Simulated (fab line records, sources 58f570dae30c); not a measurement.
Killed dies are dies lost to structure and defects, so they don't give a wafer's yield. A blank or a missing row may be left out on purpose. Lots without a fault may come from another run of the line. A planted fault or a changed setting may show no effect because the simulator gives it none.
Chamber matching | flow berkeley_cmos170 | UCB170_V2_CMP_02 on cmp-02: 4 sister chambers
The step polishes SiO2. 7 wafers are shown with their chamber, then 7 later ones without.

WAFERS WITH THEIR CHAMBER
wafer  | chamber | motor_current_A (A) | slurry_filter_dp_kPa (kPa)
L349.1 | 0       | 15.0                | 13.42
L348.6 | 2       | 15.3                | 13.49
L362.2 | 1       | 18.8                | 13.55
L362.3 | 2       | 14.5                | 13.67
L362.4 | 3       | 15.6                | 13.54
L363.2 | 1       | 19.9                | 13.54
L363.4 | 3       | 15.5                | 13.56

WAFERS WITHOUT THEIR CHAMBER
wafer  | motor_current_A (A) | slurry_filter_dp_kPa (kPa)
L363.5 | 14.0                | 13.71
L367.1 | 14.8                | 13.42
L367.3 | 18.8                | 13.57
L367.4 | 15.1                | 13.47
L366.1 | 14.3                | 13.60
L366.2 | 15.2                | 13.51
L366.6 | 14.7                | 13.50

WHICH CHAMBER EACH WENT THROUGH
wafer  | from the rows above          | in truth
L363.5 | can't be placed: 2 or 3 or 0 | 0
L367.1 | can't be placed: 0 or 2 or 3 | 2
L367.3 | 1                            | 1
L367.4 | can't be placed: 0 or 3 or 2 | 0
L366.1 | can't be placed: 2 or 3 or 0 | 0
L366.2 | can't be placed: 3 or 2 or 0 | 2
L366.6 | can't be placed: 2 or 0 or 3 | 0
Placed correctly: 1 of 7. Can't be placed from these rows: 6 (the true chamber is among the candidates in 6). Placed wrongly: 0.
How it was worked out, from the rows above alone: a wafer's distance from a chamber is the root of the sum, over the readings, of the square of ((its reading less the chamber's mean) divided by the reading's scatter). The wafer belongs to the nearest chamber; if the next one is less than 2 further off, it can't be placed. A chamber's mean is the mean of its shown wafers. The scatter: the root of (the sum of the squares of (reading less its chamber's mean) over the shown wafers, divided by (wafers less chambers)).
